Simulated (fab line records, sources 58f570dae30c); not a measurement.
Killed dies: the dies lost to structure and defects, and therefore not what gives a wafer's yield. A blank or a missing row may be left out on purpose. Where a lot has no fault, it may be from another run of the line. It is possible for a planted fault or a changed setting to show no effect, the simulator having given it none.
fab line records	flow berkeley-cmos170	part 1 of 2: steps 1 to 30 of 40
record lots=5	wafers=15	last-day=12
route steps=331 shown ACTIVE@76 PFIELD@79 FIELD@89 SACOX@97 SCREENOX@100 NVT@104 PVT@115
lots that met no fault: taken from a fault-free run of the same line
start-h: hours from the record's first day to the start of the lot's first wafer shown	wait-h: hours since the lot's step before	" repeats the value in the row above	L1.1+2: several wafers, shown together as one row	- value missing, or start not given	* or withheld: withheld	< > ~ a bound
route shown NAME@n: names a module that has steps shown in the file, with the first one's number in the route	usual: average and standard deviation across the fault-free wafers	same: alike in all rows	chamber/n: place in a boat	sites: the reading at each site	_std_site: standard deviation of those values	_edge_site: mean of outer sites minus mean of inner sites	radius-mm: how far each site lies from the wafer's centre	mask NAME#n: copy n	behind: the most recent tool/chamber to have shaped the wafer	hold: reason for holding the lot/hours on hold/outcome of the hold	device: whichever transistor did not switch (one of n, p or np)	end of line: the tests these same wafers got at the end of their route	where a step has no rows: the recipe by itself	killed: the dies lost at the first sort to structure and to defects; this is not the yield of the wafer	map: a wafer's dies, x killed, . not, _ none there
set.NAME: the setting as run; set.NAME@STEP: as run at that earlier step	model.NAME: the simulator's own value behind a step, which no gauge read
certain route steps with their lots: each step a table, each wafer a row
services: a tool's chamber out of use, with start hour (start-h, from the record's first day; less than 0 if before it), hours out, and reason
## steps
# step UCB170_ACTIVE_STRIP_16
# recipe chemistry=O2	power-w=400	pressure-mtorr=3500	platen-temp-c=withheld	o2-flow-sccm=400	overash-fraction=0.5
# usual drypump-motor-current-A=5.6/0.33	oes-product-au=0.721/0.0051	strip-time-to-endpoint-s=18.10/0.087
lot.wafer	tool	chamber	start-h	wait-h	drypump-motor-current-A	oes-product-au	rf-hours-counter-h	strip-time-to-endpoint-s
L075.2	plasma-asher-03	0	97.23	0.1	5.2	0.723	30	17.95
L075.4	"	1	"	"	5.5	0.715	-	18.06
L075.6	"	1	"	"	5.4	0.721	-	18.01
L080.1	plasma-asher-03	0	117.49	0.1	5.2	0.717	32	18.16
L080.3	"	0	"	"	5.2	0.726	-	18.11
L080.6	"	0	"	"	5.2	0.722	-	18.12
L083.2	plasma-asher-03	1	131.94	0.1	5.5	0.731	34	18.28
L083.4	"	0	"	"	5.2	0.709	-	18.10
L083.5	"	1	"	"	5.5	0.726	-	18.10
L088.2	plasma-asher-02	0	170.44	0.1	6.1	0.719	43	18.28
L088.4	"	1	"	"	5.4	0.716	-	18.24
L088.5	"	0	"	"	6.1	0.718	-	18.28
L091.3	plasma-asher-03	1	185.06	0.1	5.5	0.726	-	18.06
L091.4	"	0	"	"	5.2	0.728	-	18.24
L091.5	"	0	"	"	5.2	0.716	-	18.25
# step UCB170_ACTIVE_CD_MEAS_90
# recipe target-cd-nm=1200
# usual cd-nm=1200.3/1.2
lot.wafer	tool	chamber	start-h	wait-h	cd-nm
L075.2	cd-sem-01	-	97.35	0.1	1200.6
L075.4	"	-	"	"	1201.3
L075.6	"	-	"	"	1200.6
L080.1	cd-sem-02	-	117.60	0.1	1199.1
L080.3	"	-	"	"	1200.9
L080.6	"	-	"	"	1200.5
L083.2	cd-sem-01	-	132.06	0.1	1202.5
L083.4	"	-	"	"	1202.7
L083.5	"	-	"	"	1201.7
L088.2	cd-sem-02	-	170.56	0.1	1199.7
L088.4	"	-	"	"	1200.6
L088.5	"	-	"	"	1199.8
L091.3	cd-sem-01	-	185.16	0.1	1198.2
L091.4	"	-	"	"	1199.2
L091.5	"	-	"	"	1198.4
# step UCB170_ACTIVE_CLEAN_17
# recipe chemistry=SPM	temp-c=120	time-s=600
lot.wafer	tool	chamber	start-h	wait-h
L075.2+4+6	wet-bench-04	1	97.45	0.1
L080.1+3+6	wet-bench-04	2	117.72	0.1
L083.2+4+5	wet-bench-01	1	132.16	0.1
L088.2+4+5	wet-bench-01	0	171.74	1.2
L091.3+4+5	wet-bench-01	2	185.24	0.1
# step UCB170_PFIELD_HMDS_00
# recipe prime-time-s=60	prime-temp-c=100
# usual chill-plate-temp-C=22.99/0.1
lot.wafer	tool	chamber	start-h	wait-h	chill-plate-temp-C
L075.2	litho-track-04	0	98.03	0.4	22.98
L075.4	"	0	"	"	22.91
L075.6	"	0	"	"	22.85
L080.1	litho-track-04	0	118.85	0.9	23.07
L080.3	"	0	"	"	22.83
L080.6	"	0	"	"	23.08
L083.2	litho-track-02	0	132.36	0.0	22.91
L083.4	"	0	"	"	22.97
L083.5	"	0	"	"	23.09
L088.2	litho-track-02	0	172.14	0.2	23.01
L088.4	"	0	"	"	23.00
L088.5	"	0	"	"	22.91
L091.3	litho-track-02	0	186.39	1.0	22.93
L091.4	"	0	"	"	23.16
L091.5	"	0	"	"	23.07
# step UCB170_PFIELD_COAT_01
# recipe resist=KrF	spin-rpm=1500	resist-thk-nm=900
# usual chill-plate-temp-C=23.01/0.11
lot.wafer	tool	chamber	start-h	wait-h	chill-plate-temp-C
L075.2	litho-track-04	0	98.18	0.1	22.96
L075.4	"	0	"	"	22.86
L075.6	"	0	"	"	22.91
L080.1	litho-track-04	0	119.00	0.1	23.00
L080.3	"	0	"	"	22.88
L080.6	"	0	"	"	22.88
L083.2	litho-track-02	0	132.51	0.1	23.04
L083.4	"	0	"	"	22.81
L083.5	"	0	"	"	23.08
L088.2	litho-track-02	0	172.29	0.1	23.08
L088.4	"	0	"	"	22.99
L088.5	"	0	"	"	22.91
L091.3	litho-track-02	0	186.54	0.1	22.96
L091.4	"	0	"	"	23.08
L091.5	"	0	"	"	23.19
# step UCB170_PFIELD_SOFTBAKE_02
# recipe resist=KrF	temp-c=130	time-s=60
# usual chill-plate-temp-C=22.99/0.097
lot.wafer	tool	chamber	start-h	wait-h	chill-plate-temp-C
L075.2	litho-track-04	0	98.33	0.1	22.98
L075.4	"	0	"	"	22.93
L075.6	"	0	"	"	22.92
L080.1	litho-track-04	0	119.15	0.1	22.95
L080.3	"	0	"	"	22.81
L080.6	"	0	"	"	22.82
L083.2	litho-track-02	0	132.66	0.1	23.01
L083.4	"	0	"	"	23.06
L083.5	"	0	"	"	23.02
L088.2	litho-track-02	0	172.44	0.1	22.82
L088.4	"	0	"	"	22.91
L088.5	"	0	"	"	23.13
L091.3	litho-track-02	0	186.69	0.1	22.93
L091.4	"	0	"	"	22.97
L091.5	"	0	"	"	23.06
# step UCB170_PFIELD_EXPOSE_03
# recipe mask-id=PFIELD	na=0.5	sigma-outer=0.6	source-shape=conventional	target-cd-nm=1500	dose-mj=30
# usual stage-vel-mm-s=500.03/0.27
lot.wafer	tool	chamber	start-h	wait-h	mask	stage-vel-mm-s
L075.2	krf-scanner-01	0	98.60	0.2	PFIELD#0	499.99
L075.4	"	0	"	"	PFIELD#0	499.82
L075.6	"	0	"	"	PFIELD#0	500.06
L080.1	krf-scanner-01	0	119.37	0.2	PFIELD#0	500.51
L080.3	"	0	"	"	PFIELD#0	500.48
L080.6	"	0	"	"	PFIELD#0	500.49
L083.2	krf-scanner-01	0	133.01	0.3	PFIELD#0	499.66
L083.4	"	0	"	"	PFIELD#0	500.28
L083.5	"	0	"	"	PFIELD#0	500.26
L088.2	krf-scanner-02	0	172.59	0.1	PFIELD#0	500.47
L088.4	"	0	"	"	PFIELD#0	500.22
L088.5	"	0	"	"	PFIELD#0	499.65
L091.3	krf-scanner-02	0	187.00	0.3	PFIELD#0	499.73
L091.4	"	0	"	"	PFIELD#0	499.94
L091.5	"	0	"	"	PFIELD#0	499.75
# step UCB170_PFIELD_PEB_04
# recipe peb-temp-c=130	peb-time-s=withheld	resist=KrF
# usual chill-plate-temp-C=23.00/0.1
lot.wafer	tool	chamber	start-h	wait-h	chill-plate-temp-C
L075.2	litho-track-04	0	98.76	0.1	23.04
L075.4	"	0	"	"	23.08
L075.6	"	0	"	"	22.88
L080.1	litho-track-04	0	120.12	0.7	22.91
L080.3	"	0	"	"	23.18
L080.6	"	0	"	"	23.12
L083.2	litho-track-02	0	133.13	0.1	22.82
L083.4	"	0	"	"	23.09
L083.5	"	0	"	"	22.92
L088.2	litho-track-04	0	173.25	0.6	23.04
L088.4	"	0	"	"	22.95
L088.5	"	0	"	"	22.82
L091.3	litho-track-01	0	187.99	1.0	23.15
L091.4	"	0	"	"	22.96
L091.5	"	0	"	"	23.12
# step UCB170_PFIELD_DEVELOP_05
# recipe developer=TMAH	develop-time-s=45	resist=KrF	dev-temp-c=21
# usual chill-plate-temp-C=22.99/0.094
lot.wafer	tool	chamber	start-h	wait-h	chill-plate-temp-C
L075.2	litho-track-04	0	-	-	23.09
L075.4	"	0	"	"	22.99
L075.6	"	0	"	"	23.08
L080.1	litho-track-04	0	-	-	23.04
L080.3	"	0	"	"	23.18
L080.6	"	0	"	"	23.06
L083.2	litho-track-02	0	-	-	22.80
L083.4	"	0	"	"	23.07
L083.5	"	0	"	"	23.02
L088.2	litho-track-04	0	-	-	22.98
L088.4	"	0	"	"	23.01
L088.5	"	0	"	"	23.01
L091.3	litho-track-01	0	-	-	22.99
L091.4	"	0	"	"	22.80
L091.5	"	0	"	"	22.88
# step UCB170_PFIELD_OVL_MEAS_06
# usual PFIELD_OVL=1/5
lot.wafer	tool	chamber	start-h	wait-h	PFIELD_OVL[nm]
L075.2	overlay-01	-	99.02	-	-1
L075.4	"	-	"	"	3
L075.6	"	-	"	"	1
L080.1	overlay-01	-	120.40	-	-1
L080.3	"	-	"	"	-1
L080.6	"	-	"	"	-6
L083.2	overlay-01	-	133.38	-	1
L083.4	"	-	"	"	7
L083.5	"	-	"	"	-3
L088.2	overlay-02	-	173.51	-	-6
L088.4	"	-	"	"	-4
L088.5	"	-	"	"	3
L091.3	overlay-02	-	188.23	-	4
L091.4	"	-	"	"	-2
L091.5	"	-	"	"	-6
# step UCB170_PFIELD_IMPLANT_07
# recipe species=B	dose-cm2=2e+13	energy-kev=80	tilt-deg=7
# usual end-station-pressure-torr=5.07e-06/2.3e-07	tilt-deg=7.006/0.02
lot.wafer	tool	chamber	start-h	wait-h	end-station-pressure-torr	tilt-deg
L075.2	implanter-03	0	99.07	0.0	5.29e-06	7.051
L075.4	"	0	"	"	4.99e-06	7.005
L075.6	"	0	"	"	5.1e-06	7.007
L080.1	implanter-02	0	120.44	0.0	4.76e-06	7.017
L080.3	"	0	"	"	5.17e-06	7.018
L080.6	"	0	"	"	5.21e-06	7.060
L083.2	implanter-02	0	133.44	0.0	5.05e-06	7.011
L083.4	"	0	"	"	4.61e-06	7.014
L083.5	"	0	"	"	4.76e-06	6.996
L088.2	implanter-02	0	173.56	0.0	4.5e-06	6.991
L088.4	"	0	"	"	5.06e-06	7.010
L088.5	"	0	"	"	5.17e-06	7.020
L091.3	implanter-02	0	188.30	0.1	5.17e-06	6.972
L091.4	"	0	"	"	5.22e-06	6.971
L091.5	"	0	"	"	5.24e-06	6.997
# step UCB170_PFIELD_STRIP_08
# recipe chemistry=O2	power-w=400	pressure-mtorr=3500	platen-temp-c=withheld	o2-flow-sccm=400	overash-fraction=0.5
# usual drypump-motor-current-A=5.7/0.33	oes-product-au=0.735/0.0046	strip-time-to-endpoint-s=21.61/0.052
lot.wafer	tool	chamber	start-h	wait-h	drypump-motor-current-A	oes-product-au	rf-hours-counter-h	strip-time-to-endpoint-s
L075.2	plasma-asher-04	1	99.20	0.1	5.7	0.734	36	21.63
L075.4	"	1	"	"	5.7	0.731	-	21.67
L075.6	"	1	"	"	5.7	0.729	-	21.65
L080.1	plasma-asher-03	1	120.59	0.1	5.5	0.735	33	21.59
L080.3	"	1	"	"	5.5	0.737	-	21.57
L080.6	"	0	"	"	5.2	0.743	-	21.52
L083.2	plasma-asher-01	1	133.56	0.1	6.2	0.735	41	21.56
L083.4	"	1	"	"	6.2	0.741	-	21.63
L083.5	"	0	"	"	5.6	0.737	-	21.58
L088.2	plasma-asher-01	1	173.69	0.1	6.2	0.732	44	21.61
L088.4	"	1	"	"	6.3	0.734	-	21.58
L088.5	"	1	"	"	6.2	0.736	-	21.62
L091.3	plasma-asher-03	0	188.43	0.1	5.2	0.731	-	21.69
L091.4	"	1	"	"	5.5	0.734	-	21.70
L091.5	"	1	"	"	5.5	0.742	-	21.63
# step UCB170_PFIELD_TW_MEAS_09
# usual PFIELD_TW=601/3
lot.wafer	tool	chamber	start-h	wait-h	PFIELD_TW
L075.2	film-metro-04	-	99.31	0.1	606
L075.4	"	-	"	"	604
L075.6	"	-	"	"	608
L080.1	film-metro-04	-	120.69	0.1	603
L080.3	"	-	"	"	600
L080.6	"	-	"	"	600
L083.2	film-metro-01	-	133.67	0.1	600
L083.4	"	-	"	"	603
L083.5	"	-	"	"	601
L088.2	film-metro-01	-	173.80	0.1	603
L088.4	"	-	"	"	603
L088.5	"	-	"	"	604
L091.3	film-metro-03	-	188.52	0.1	593
L091.4	"	-	"	"	597
L091.5	"	-	"	"	595
# step UCB170_FIELD_CLEAN_00
# recipe chemistry=dHF	dilution=25:1	time-s=7.5
lot.wafer	tool	chamber	start-h	wait-h
L075.2+4+6	wet-bench-03	2	99.89	0.6
L080.1+3+6	wet-bench-03	0	120.75	0.1
L083.2+4+5	wet-bench-03	2	133.72	0.0
L088.2+4+5	wet-bench-03	1	173.85	0.0
L091.3+4+5	wet-bench-03	2	189.35	0.8
# step UCB170_FIELD_OXIDATION_01
# recipe temp-c=1000	ambient=H2O	p-h2o-torr=584.62	target-thk-a=5583	ox-time-s=7200
lot.wafer	tool	chamber	start-h	wait-h
L075.2+4+6	furnace-01	0	104.28	4.4
L080.1+3+6	furnace-02	0	123.35	2.6
L083.2+4+5	furnace-02	0	141.35	7.6
L088.2+4+5	furnace-01	0	175.84	2.0
L091.3+4+5	furnace-02	0	192.86	3.5
# step UCB170_FIELD_THK_MEAS_02
# recipe reads=SiO2_of_FIELD_OXIDATION_01
# usual FIELD_OXIDE_THK=564/13
lot.wafer	tool	chamber	start-h	wait-h	FIELD_OXIDE_THK[nm]
L075.2	film-metro-03	-	107.29	0.0	572
L075.4	"	-	"	"	562
L075.6	"	-	"	"	567
L080.1	film-metro-02	-	126.35	0.0	568
L080.3	"	-	"	"	574
L080.6	"	-	"	"	567
L083.2	film-metro-03	-	144.48	0.1	570
L083.4	"	-	"	"	581
L083.5	"	-	"	"	576
L088.2	film-metro-04	-	178.90	0.1	543
L088.4	"	-	"	"	532
L088.5	"	-	"	"	532
L091.3	film-metro-04	-	195.88	0.0	561
L091.4	"	-	"	"	558
L091.5	"	-	"	"	559
# step UCB170_FIELD_ANNEAL_03
# recipe temp-c=1000	time-s=1200	ambient=N2
lot.wafer	tool	chamber	start-h	wait-h
L075.2+4+6	furnace-01	0	112.44	5.1
L080.1+3+6	furnace-02	0	132.10	5.7
L083.2+4+5	furnace-04	0	148.46	4.0
L088.2+4+5	furnace-02	0	180.35	1.4
L091.3+4+5	furnace-04	0	200.97	5.1
# step UCB170_FIELD_WET_ETCH_04
# recipe chemistry=dHF	dilution=10:1	target=SiO2	temp-c=25	time-s=60
lot.wafer	tool	chamber	start-h	wait-h
L075.2+4+6	wet-bench-03	1	113.78	0.0
L080.1+3+6	wet-bench-01	1	133.45	0.0
L083.2+4+5	wet-bench-03	1	149.87	0.1
L088.2+4+5	wet-bench-03	1	181.74	0.1
L091.3+4+5	wet-bench-04	3	202.34	0.0
# step UCB170_FIELD_WET_ETCH_05
# recipe chemistry=H3PO4	target=Si3N4	temp-c=160	time-s=12600
lot.wafer	tool	chamber	start-h	wait-h
L075.2+4+6	wet-bench-03	3	113.80	0.0
L080.1+3+6	wet-bench-01	1	133.48	0.0
L083.2+4+5	wet-bench-03	1	150.09	0.2
L088.2+4+5	wet-bench-03	3	181.76	0.0
L091.3+4+5	wet-bench-04	2	202.40	0.0
# step UCB170_FIELD_WET_ETCH_06
# recipe chemistry=BOE	dilution=5:1	target=SiO2	temp-c=25	time-s=22
lot.wafer	tool	chamber	start-h	wait-h
L075.2+4+6	wet-bench-04	3	117.31	0.0
L080.1+3+6	wet-bench-03	2	136.99	0.0
L083.2+4+5	wet-bench-03	2	154.12	0.2
L088.2+4+5	wet-bench-04	1	185.59	0.0
L091.3+4+5	wet-bench-04	2	206.22	0.0
# step UCB170_FIELD_THK_MEAS_90
# recipe reads=SiO2_of_FIELD_OXIDATION_01
# usual FIELD_OXIDE_LEFT_1_THK=447/13
lot.wafer	tool	chamber	start-h	wait-h	FIELD_OXIDE_LEFT_1_THK[nm]
L075.2	film-metro-02	-	117.34	0.0	456
L075.4	"	-	"	"	446
L075.6	"	-	"	"	452
L080.1	film-metro-04	-	137.01	0.0	451
L080.3	"	-	"	"	457
L080.6	"	-	"	"	451
L083.2	film-metro-03	-	154.14	0.0	454
L083.4	"	-	"	"	464
L083.5	"	-	"	"	460
L088.2	film-metro-02	-	185.62	0.0	426
L088.4	"	-	"	"	415
L088.5	"	-	"	"	415
L091.3	film-metro-02	-	206.26	0.0	444
L091.4	"	-	"	"	442
L091.5	"	-	"	"	443
# step UCB170_SACOX_CLEAN_00
# recipe chemistry=dHF	dilution=25:1	time-s=7.5
lot.wafer	tool	chamber	start-h	wait-h
L075.2+4+6	wet-bench-03	0	117.39	0.0
L080.1+3+6	wet-bench-01	3	137.07	0.1
L083.2+4+5	wet-bench-03	1	154.19	0.0
L088.2+4+5	wet-bench-01	1	185.67	0.0
L091.3+4+5	wet-bench-01	3	206.30	0.0
# step UCB170_SACOX_OXIDATION_01
# recipe temp-c=900	ambient=O2	target-thk-a=144	ox-time-s=2400
lot.wafer	tool	chamber	start-h	wait-h
L075.2+4+6	furnace-02	0	121.68	4.3
L080.1+3+6	furnace-01	0	144.94	7.9
L083.2+4+5	furnace-04	0	155.29	1.1
L088.2+4+5	furnace-01	0	189.79	4.1
L091.3+4+5	furnace-01	0	210.33	4.0
# step UCB170_SACOX_THK_MEAS_02
# recipe reads=SiO2_of_SACOX_OXIDATION_01
# usual SACOX_OXIDE_THK=14.30/0.29
lot.wafer	tool	chamber	start-h	wait-h	SACOX_OXIDE_THK[nm]
L075.2	film-metro-01	-	123.36	0.0	14.55
L075.4	"	-	"	"	14.52
L075.6	"	-	"	"	14.39
L080.1	film-metro-03	-	146.67	0.1	13.98
L080.3	"	-	"	"	14.09
L080.6	"	-	"	"	14.00
L083.2	film-metro-03	-	156.97	0.0	14.63
L083.4	"	-	"	"	14.53
L083.5	"	-	"	"	14.42
L088.2	film-metro-02	-	191.47	0.0	14.11
L088.4	"	-	"	"	13.94
L088.5	"	-	"	"	13.93
L091.3	film-metro-03	-	212.01	0.0	14.34
L091.4	"	-	"	"	14.37
L091.5	"	-	"	"	14.59
# step UCB170_SCREENOX_WET_ETCH_00
# recipe chemistry=dHF	dilution=25:1	target=SiO2	temp-c=25	time-s=200
lot.wafer	tool	chamber	start-h	wait-h
L075.2+4+6	wet-bench-03	2	123.53	0.2
L080.1+3+6	wet-bench-02	1	146.73	0.1
L083.2+4+5	wet-bench-02	0	157.02	0.0
L088.2+4+5	wet-bench-04	2	192.28	0.8
L091.3+4+5	wet-bench-03	3	212.05	0.0
# step UCB170_SCREENOX_OXIDATION_01
# recipe temp-c=900	ambient=O2	target-thk-a=144	ox-time-s=2400
lot.wafer	tool	chamber	start-h	wait-h
L075.2+4+6	furnace-02	0	129.10	5.5
L080.1+3+6	furnace-01	0	150.64	3.8
L083.2+4+5	furnace-02	0	161.48	4.4
L088.2+4+5	furnace-02	0	195.86	3.5
L091.3+4+5	furnace-01	0	215.93	3.8
# step UCB170_SCREENOX_THK_MEAS_02
# recipe reads=SiO2_of_SCREENOX_OXIDATION_01
# usual SCREENOX_OXIDE_THK=14.36/0.27
lot.wafer	tool	chamber	start-h	wait-h	SCREENOX_OXIDE_THK[nm]
L075.2	film-metro-01	-	130.78	0.0	14.61
L075.4	"	-	"	"	14.62
L075.6	"	-	"	"	14.48
L080.1	film-metro-02	-	152.37	0.1	14.14
L080.3	"	-	"	"	13.86
L080.6	"	-	"	"	13.99
L083.2	film-metro-01	-	163.16	0.0	14.68
L083.4	"	-	"	"	14.67
L083.5	"	-	"	"	14.65
L088.2	film-metro-02	-	197.53	0.0	14.40
L088.4	"	-	"	"	14.51
L088.5	"	-	"	"	14.41
L091.3	film-metro-04	-	217.61	0.0	13.91
L091.4	"	-	"	"	13.87
L091.5	"	-	"	"	14.01
# step UCB170_SCREENOX_ANNEAL_03
# recipe temp-c=900	time-s=900	ambient=N2
lot.wafer	tool	chamber	start-h	wait-h
L075.2+4+6	furnace-02	0	140.10	9.3
L080.1+3+6	furnace-02	0	154.70	2.3
L083.2+4+5	furnace-04	0	169.92	6.7
L088.2+4+5	furnace-04	0	202.30	4.8
L091.3+4+5	furnace-02	0	223.61	6.0
# step UCB170_NVT_HMDS_00
# recipe prime-time-s=60	prime-temp-c=100
# usual chill-plate-temp-C=23.03/0.13
lot.wafer	tool	chamber	start-h	wait-h	chill-plate-temp-C
L075.2	litho-track-02	0	141.38	0.0	23.05
L075.4	"	0	"	"	22.94
L075.6	"	0	"	"	23.01
L080.1	litho-track-02	0	156.44	0.5	23.11
L080.3	"	0	"	"	23.12
L080.6	"	0	"	"	22.95
L083.2	litho-track-04	0	171.35	0.2	23.14
L083.4	"	0	"	"	23.14
L083.5	"	0	"	"	23.08
L088.2	litho-track-02	0	203.62	0.1	22.85
L088.4	"	0	"	"	22.98
L088.5	"	0	"	"	22.84
L091.3	litho-track-04	0	224.91	0.1	22.89
L091.4	"	0	"	"	22.89
L091.5	"	0	"	"	22.87
# step UCB170_NVT_COAT_01
# recipe resist=KrF	spin-rpm=1500	resist-thk-nm=900
# usual chill-plate-temp-C=23.00/0.1
lot.wafer	tool	chamber	start-h	wait-h	chill-plate-temp-C
L075.2	litho-track-02	0	141.53	0.1	23.06
L075.4	"	0	"	"	22.95
L075.6	"	0	"	"	23.03
L080.1	litho-track-02	0	156.59	0.1	22.98
L080.3	"	0	"	"	23.10
L080.6	"	0	"	"	23.08
L083.2	litho-track-04	0	171.50	0.1	22.92
L083.4	"	0	"	"	22.89
L083.5	"	0	"	"	22.90
L088.2	litho-track-02	0	203.77	0.1	22.96
L088.4	"	0	"	"	23.02
L088.5	"	0	"	"	22.92
L091.3	litho-track-04	0	225.06	0.1	22.94
L091.4	"	0	"	"	22.98
L091.5	"	0	"	"	22.83
